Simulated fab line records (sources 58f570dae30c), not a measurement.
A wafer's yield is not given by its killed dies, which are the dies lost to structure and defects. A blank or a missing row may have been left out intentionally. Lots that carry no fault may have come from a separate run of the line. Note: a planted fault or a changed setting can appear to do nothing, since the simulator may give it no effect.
The tool behind it: which one? / flow berkeleyCmos170 / Sampling: 14 lots, 42 wafers, 5 of 331 route steps

## WHAT THE GAUGES READ, wafer by wafer
UCB170_START_THK_MEAS_03.
lot=L778; measured=day 1 11:43; on=filmMetro-04; START_OXIDE_THK (nm)=19.9 20.0 20.0
lot=L779; measured=day 1 21:25; on=filmMetro-04; START_OXIDE_THK (nm)=20.0 19.7 19.7
lot=L781; measured=day 2 05:59; on=filmMetro-04; START_OXIDE_THK (nm)=20.7 20.4 20.2
lot=L783; measured=day 2 17:02; on=filmMetro-03; START_OXIDE_THK (nm)=19.7 20.0 19.8
lot=L784; measured=day 2 21:07; on=filmMetro-02; START_OXIDE_THK (nm)=19.6 19.9 19.5
lot=L785; measured=day 3 04:00; on=filmMetro-03; START_OXIDE_THK (nm)=20.0 19.9 20.0
lot=L788; measured=day 3 14:03; on=filmMetro-02; START_OXIDE_THK (nm)=20.6 20.9 20.8
lot=L790; measured=day 4 03:07; on=filmMetro-02; START_OXIDE_THK (nm)=20.7 21.0 20.8
lot=L791; measured=day 4 08:55; on=filmMetro-02; START_OXIDE_THK (nm)=20.5 20.6 20.6
lot=L794; measured=day 4 23:06; on=filmMetro-04; START_OXIDE_THK (nm)=19.7 20.2 19.9
lot=L795; measured=day 5 03:20; on=filmMetro-03; START_OXIDE_THK (nm)=20.3 19.9 20.0
lot=L796; measured=day 5 09:01; on=filmMetro-03; START_OXIDE_THK (nm)=20.1 20.3 20.5
lot=L799; measured=day 6 00:33; on=filmMetro-02; START_OXIDE_THK (nm)=20.2 20.1 20.8
lot=L800; measured=day 6 03:43; on=filmMetro-03; START_OXIDE_THK (nm)=20.2 20.4 19.7

UCB170_SACOX_THK_MEAS_02.
lot=L778; measured=day 5 12:11; on=filmMetro-04; SACOX_OXIDE_THK (nm)=14.65 14.62 14.44
lot=L779; measured=day 6 02:17; on=filmMetro-02; SACOX_OXIDE_THK (nm)=14.76 15.01 14.68
lot=L781; measured=day 6 02:13; on=filmMetro-01; SACOX_OXIDE_THK (nm)=14.64 14.18 14.60
lot=L783; measured=day 7 00:36; on=filmMetro-04; SACOX_OXIDE_THK (nm)=14.46 14.54 14.50
lot=L784; measured=day 7 00:36; on=filmMetro-01; SACOX_OXIDE_THK (nm)=13.96 14.31 14.11
lot=L785; measured=day 7 07:25; on=filmMetro-02; SACOX_OXIDE_THK (nm)=14.85 14.46 14.69
lot=L791; measured=day 8 03:55; on=filmMetro-04; SACOX_OXIDE_THK (nm)=14.32 14.41 14.54
lot=L794; measured=day 8 03:59; on=filmMetro-01; SACOX_OXIDE_THK (nm)=14.75 14.66 14.28
lot=L795; measured=day 9 03:08; on=filmMetro-04; SACOX_OXIDE_THK (nm)=14.44 14.44 14.38
lot=L796; measured=day 9 03:10; on=filmMetro-01; SACOX_OXIDE_THK (nm)=13.98 14.15 14.41
lot=L799; measured=day 9 17:44; on=filmMetro-02; SACOX_OXIDE_THK (nm)=14.18 14.53 14.18
lot=L800; measured=day 9 17:42; on=filmMetro-01; SACOX_OXIDE_THK (nm)=14.82 14.96 15.07

UCB170_PVT_TW_MEAS_09.
lot=L778; measured=day 6 06:01; on=filmMetro-03; PVT_TW=510.3 514.2 513.2
lot=L779; measured=day 6 11:59; on=filmMetro-01; PVT_TW=507.9 507.3 509.4
lot=L781; measured=day 6 11:43; on=filmMetro-04; PVT_TW=514.2 510.4 512.7
lot=L783; measured=day 7 12:13; on=filmMetro-03; PVT_TW=514.3 511.4 512.4
lot=L784; measured=day 7 12:09; on=filmMetro-03; PVT_TW=514.0 512.9 515.5
lot=L785; measured=day 7 20:34; on=filmMetro-01; PVT_TW=509.4 510.8 510.6
lot=L791; measured=day 8 19:41; on=filmMetro-01; PVT_TW=507.2 512.9 510.3
lot=L794; measured=day 8 19:25; on=filmMetro-04; PVT_TW=509.1 511.3 509.9
lot=L795; measured=day 9 19:02; on=filmMetro-01; PVT_TW=509.4 512.5 507.5
lot=L796; measured=day 9 19:09; on=filmMetro-03; PVT_TW=514.9 512.8 512.1
lot=L799; measured=day 10 06:44; on=filmMetro-03; PVT_TW=511.4 508.9 511.0
lot=L800; measured=day 10 06:37; on=filmMetro-04; PVT_TW=511.4 511.4 509.2

## EACH LOT AND THE TOOL THAT RAN IT (in order: tool; ch and the chambers of the sampled wafers; start)
lot=L778; UCB170_ACTIVE_ETCH_15=rieDiel-04 ch 0,1,2, day 4 12:32; UCB170_ACTIVE_STRIP_16=plasmaAsher-04 ch 0,1, day 4 12:38
lot=L779; UCB170_ACTIVE_ETCH_15=rieDiel-01 ch 2,3, day 5 02:52; UCB170_ACTIVE_STRIP_16=plasmaAsher-04 ch 0,1, day 5 02:58
lot=L781; UCB170_ACTIVE_ETCH_15=rieDiel-04 ch 0,1,3, day 5 02:57; UCB170_ACTIVE_STRIP_16=plasmaAsher-01 ch 0, day 5 03:03
lot=L783; UCB170_ACTIVE_ETCH_15=rieDiel-01 ch 0,1, day 6 01:13; UCB170_ACTIVE_STRIP_16=plasmaAsher-02 ch 0,1, day 6 01:19
lot=L784; UCB170_ACTIVE_ETCH_15=rieDiel-02 ch 1,2,3, day 6 00:56; UCB170_ACTIVE_STRIP_16=plasmaAsher-04 ch 0,1, day 6 01:02
lot=L785; UCB170_ACTIVE_ETCH_15=rieDiel-02 ch 0,1, day 6 10:02; UCB170_ACTIVE_STRIP_16=plasmaAsher-04 ch 1, day 6 10:08
lot=L788; UCB170_ACTIVE_ETCH_15=rieDiel-01 ch 1,3, day 6 09:56; UCB170_ACTIVE_STRIP_16=plasmaAsher-01 ch 0,1, day 6 10:02
lot=L790; UCB170_ACTIVE_ETCH_15=rieDiel-01 ch 0,1,3, day 7 09:57; UCB170_ACTIVE_STRIP_16=plasmaAsher-02 ch 0,1, day 7 10:03
lot=L791; UCB170_ACTIVE_ETCH_15=rieDiel-04 ch 0,1,2, day 7 09:40; UCB170_ACTIVE_STRIP_16=plasmaAsher-01 ch 0,1, day 7 09:46
lot=L794; UCB170_ACTIVE_ETCH_15=rieDiel-04 ch 0,3, day 7 09:59; UCB170_ACTIVE_STRIP_16=plasmaAsher-01 ch 0,1, day 7 10:07
lot=L795; UCB170_ACTIVE_ETCH_15=rieDiel-02 ch 1,2,3, day 8 05:30; UCB170_ACTIVE_STRIP_16=plasmaAsher-01 ch 0,1, day 8 05:36
lot=L796; UCB170_ACTIVE_ETCH_15=rieDiel-04 ch 0,2,3, day 8 05:01; UCB170_ACTIVE_STRIP_16=plasmaAsher-02 ch 0,1, day 8 05:07
lot=L799; UCB170_ACTIVE_ETCH_15=rieDiel-04 ch 0,2,3, day 8 16:58; UCB170_ACTIVE_STRIP_16=plasmaAsher-01 ch 0,1, day 8 17:04
lot=L800; UCB170_ACTIVE_ETCH_15=rieDiel-04 ch 0,1, day 8 17:34; UCB170_ACTIVE_STRIP_16=plasmaAsher-01 ch 0,1, day 8 17:40
- UCB170_ACTIVE_ETCH_15: etches Si3N4 in CH3F/Ar/O2, stops on SiO2, target depth 242 nm, time 151 s.
- UCB170_ACTIVE_STRIP_16: strips in O2.

## AS READ BY THE TOOLS THEMSELVES (means over the sampled wafers that have a number; for cases with no such wafer, the mark the record gives instead)
UCB170_ACTIVE_ETCH_15.
lot=L778; tool=rieDiel-04; drypumpMotorCurrentA (A)=5.5; oesProductAu (a.u.)=0.952; throttleValvePct (%)=8.06
lot=L779; tool=rieDiel-01; drypumpMotorCurrentA (A)=6.0; oesProductAu (a.u.)=0.923; throttleValvePct (%)=8.05
lot=L781; tool=rieDiel-04; drypumpMotorCurrentA (A)=5.6; oesProductAu (a.u.)=0.933; throttleValvePct (%)=8.15
lot=L783; tool=rieDiel-01; drypumpMotorCurrentA (A)=6.1; oesProductAu (a.u.)=0.931; throttleValvePct (%)=8.04
lot=L784; tool=rieDiel-02; drypumpMotorCurrentA (A)=5.5; oesProductAu (a.u.)=0.942; throttleValvePct (%)=8.05
lot=L785; tool=rieDiel-02; drypumpMotorCurrentA (A)=5.8; oesProductAu (a.u.)=0.948; throttleValvePct (%)=7.96
lot=L788; tool=rieDiel-01; drypumpMotorCurrentA (A)=5.5; oesProductAu (a.u.)=0.817; throttleValvePct (%)=7.95
lot=L790; tool=rieDiel-01; drypumpMotorCurrentA (A)=5.9; oesProductAu (a.u.)=0.819; throttleValvePct (%)=8.03
lot=L791; tool=rieDiel-04; drypumpMotorCurrentA (A)=5.5; oesProductAu (a.u.)=0.946; throttleValvePct (%)=8.07
lot=L794; tool=rieDiel-04; drypumpMotorCurrentA (A)=5.2; oesProductAu (a.u.)=0.945; throttleValvePct (%)=8.16
lot=L795; tool=rieDiel-02; drypumpMotorCurrentA (A)=5.5; oesProductAu (a.u.)=0.942; throttleValvePct (%)=8.06
lot=L796; tool=rieDiel-04; drypumpMotorCurrentA (A)=5.2; oesProductAu (a.u.)=0.948; throttleValvePct (%)=8.16
lot=L799; tool=rieDiel-04; drypumpMotorCurrentA (A)=5.2; oesProductAu (a.u.)=0.944; throttleValvePct (%)=8.15
lot=L800; tool=rieDiel-04; drypumpMotorCurrentA (A)=5.5; oesProductAu (a.u.)=0.954; throttleValvePct (%)=8.07

UCB170_ACTIVE_STRIP_16.
lot=L778; tool=plasmaAsher-04; drypumpMotorCurrentA (A)=6.1; oesProductAu (a.u.)=0.723; stripTimeToEndpointS (s)=18.04
lot=L779; tool=plasmaAsher-04; drypumpMotorCurrentA (A)=6.1; oesProductAu (a.u.)=0.723; stripTimeToEndpointS (s)=18.08
lot=L781; tool=plasmaAsher-01; drypumpMotorCurrentA (A)=5.5; oesProductAu (a.u.)=0.722; stripTimeToEndpointS (s)=18.12
lot=L783; tool=plasmaAsher-02; drypumpMotorCurrentA (A)=5.4; oesProductAu (a.u.)=0.722; stripTimeToEndpointS (s)=18.05
lot=L784; tool=plasmaAsher-04; drypumpMotorCurrentA (A)=6.2; oesProductAu (a.u.)=0.718; stripTimeToEndpointS (s)=18.17
lot=L785; tool=plasmaAsher-04; drypumpMotorCurrentA (A)=6.1; oesProductAu (a.u.)=0.724; stripTimeToEndpointS (s)=18.08
lot=L788; tool=plasmaAsher-01; drypumpMotorCurrentA (A)=5.8; oesProductAu (a.u.)=0.725; stripTimeToEndpointS (s)=19.16
lot=L790; tool=plasmaAsher-02; drypumpMotorCurrentA (A)=5.4; oesProductAu (a.u.)=0.723; stripTimeToEndpointS (s)=19.22
lot=L791; tool=plasmaAsher-01; drypumpMotorCurrentA (A)=5.6; oesProductAu (a.u.)=0.721; stripTimeToEndpointS (s)=18.18
lot=L794; tool=plasmaAsher-01; drypumpMotorCurrentA (A)=5.6; oesProductAu (a.u.)=0.718; stripTimeToEndpointS (s)=18.10
lot=L795; tool=plasmaAsher-01; drypumpMotorCurrentA (A)=5.6; oesProductAu (a.u.)=0.721; stripTimeToEndpointS (s)=18.15
lot=L796; tool=plasmaAsher-02; drypumpMotorCurrentA (A)=5.4; oesProductAu (a.u.)=0.724; stripTimeToEndpointS (s)=18.07
lot=L799; tool=plasmaAsher-01; drypumpMotorCurrentA (A)=5.6; oesProductAu (a.u.)=0.722; stripTimeToEndpointS (s)=18.15
lot=L800; tool=plasmaAsher-01; drypumpMotorCurrentA (A)=5.8; oesProductAu (a.u.)=0.717; stripTimeToEndpointS (s)=18.25

## THE ANSWER, worked out from the rows above alone
Rule: usual is defined by the lots themselves. Put in order of their means at a reading, lots are off if they are a third of the lots or fewer, leave a main group of 4 or more, and stand apart from it by a gap of 3 or more times the standard deviation of the main group's means; of several such gaps the widest counts. Not used: any main group whose means are identical at the precision the tables above print for the reading. Also off: a lot with no number at a reading for which 4 or more lots have one. All remaining lots with rows at the step are treated as sound. First the gauges in route order, then the tools' own readings, where a lot's mean is used as printed above. The first step at which some lot is off is used, and at that step the reading that is off furthest; a lot without a number counts as furthest.
Off: L788, L790, at UCB170_ACTIVE_ETCH_15 (oesProductAu). Mean 0.942 a.u. and standard deviation 0.0087 in the main group.
If a tool, at that step or one of the process steps before it, ran each lot that is off and ran no sound lot following the first of them, it fits. One fits: UCB170_ACTIVE_ETCH_15 on rieDiel-01. Its last sound lot is L783 (day 6 01:13), its first lot that is off L788 (day 6 09:56): a fault that began between those two fits.
The tool's own readings at UCB170_ACTIVE_ETCH_15 bear it out: on the lots that are off they differ by more than 5 times the standard deviation of the sound lots' means. oesProductAu reads 0.818 a.u. there against 0.942 a.u. on the sound lots.

## WHAT THE SIMULATOR HAD INSERTED
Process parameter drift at UCB170_ACTIVE_ETCH_15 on rieDiel-01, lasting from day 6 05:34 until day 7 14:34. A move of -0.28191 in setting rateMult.
Shown lots that were struck: L788, L790. This agrees with what the rule above found.
